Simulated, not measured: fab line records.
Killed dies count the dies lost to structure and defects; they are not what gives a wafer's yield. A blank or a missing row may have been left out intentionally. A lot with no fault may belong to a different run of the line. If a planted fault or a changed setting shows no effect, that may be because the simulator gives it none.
Comparing a struck lot with a sound one + flow rit-cmos + 15 steps out of a route of 202
Sound: these wafers, L200.1, L200.5, L200.6. The struck wafers were L203.4, L203.5, L203.6. The cause is named last.
Each step with rows lists, per side, the tool, then ch with its chambers, then its first start. Under that, the readings that differ: sound wafers + struck wafers + difference of the means + sigmas: that difference in standard deviations of wafers without a fault.
alike: same words and numbers on both sides, and readings whose means sit less than 2 such deviations apart. not compared: any withheld reading, any reading some wafer has no value for, any bound like >300 that may hide the same value, and any number with overlapping values for which the record gives no deviation.
A row with sigmas, a row that says differs or no value, or rows on one side alone: a step with any of these is where the two part. Numbers that have no deviation but don't overlap get no sigmas and don't part them. A reading that every wafer of one side lacks parts them only if that side has two wafers or more.

RIT_NSD_TW_MEAS_10:
  sound on film-metro-03 at day 5 05:52; struck on film-metro-04 at day 5 21:55
| reading | sound          | struck         | difference | sigmas |
|---------|----------------|----------------|------------|--------|
| NSD_TW  | 3158 3158 3147 | 3081 3073 3068 | -80        | -3     |
then, 6 steps without rows for these wafers: RIT_PSD_HMDS_00 (prime time 60 s); RIT_PSD_COAT_01 (resist thk 1000 nm); RIT_PSD_SOFTBAKE_02 (time 60 s); RIT_PSD_EXPOSE_03 (exposes mask M10, target cd 40900 nm); RIT_PSD_PEB_04; RIT_PSD_DEVELOP_05 (develop time 50 s).
RIT_PSD_OVL_MEAS_06:
  sound on overlay-02 at day 5 06:47; struck on overlay-02 at day 5 22:49
  alike: PSD_OVL
then, 2 steps without rows for these wafers: RIT_PSD_HARDBAKE_07 (time 60 s); RIT_PSD_IMPLANT_08.
RIT_PSD_STRIP_09: strips in O2, time 180 s.
  sound on plasma-asher-02 ch 0,1, day 5 07:07; struck on plasma-asher-04 ch 0,1, day 5 23:11
  alike: drypump-motor-current-A
  not compared: rf-hours-counter-h
RIT_PSD_TW_MEAS_10:
  sound on film-metro-03 at day 5 07:19; struck on film-metro-04 at day 5 23:20
| reading | sound          | struck         | difference | sigmas |
|---------|----------------|----------------|------------|--------|
| PSD_TW  | 3462 3466 3459 | 3410 3374 3378 | -75        | -3     |
RIT_SDANNEAL_CLEAN_00: cleans in SC1, time 600 s.
  sound on wet-bench-02 ch 3, day 5 07:23; struck on wet-bench-02 ch 3, day 5 23:22
| reading          | sound       | struck      | difference | sigmas |
|------------------|-------------|-------------|------------|--------|
| run-length-s (s) | 634 634 634 | 541 541 541 | -93        | -26    |
  alike: bath-guard-temp-C
then, 1 step without rows for these wafers: RIT_SDANNEAL_CLEAN_01 (cleans in dHF, time 30 s).
RIT_M1_PROBE_99:
  the record has rows for the struck wafers here (prober-01, day 6 08:35) and none for the sound ones

## WHERE THEY PART
First at RIT_NSD_TW_MEAS_10; last, within this record, at RIT_M1_PROBE_99.

WHY: what had been put in by the simulator
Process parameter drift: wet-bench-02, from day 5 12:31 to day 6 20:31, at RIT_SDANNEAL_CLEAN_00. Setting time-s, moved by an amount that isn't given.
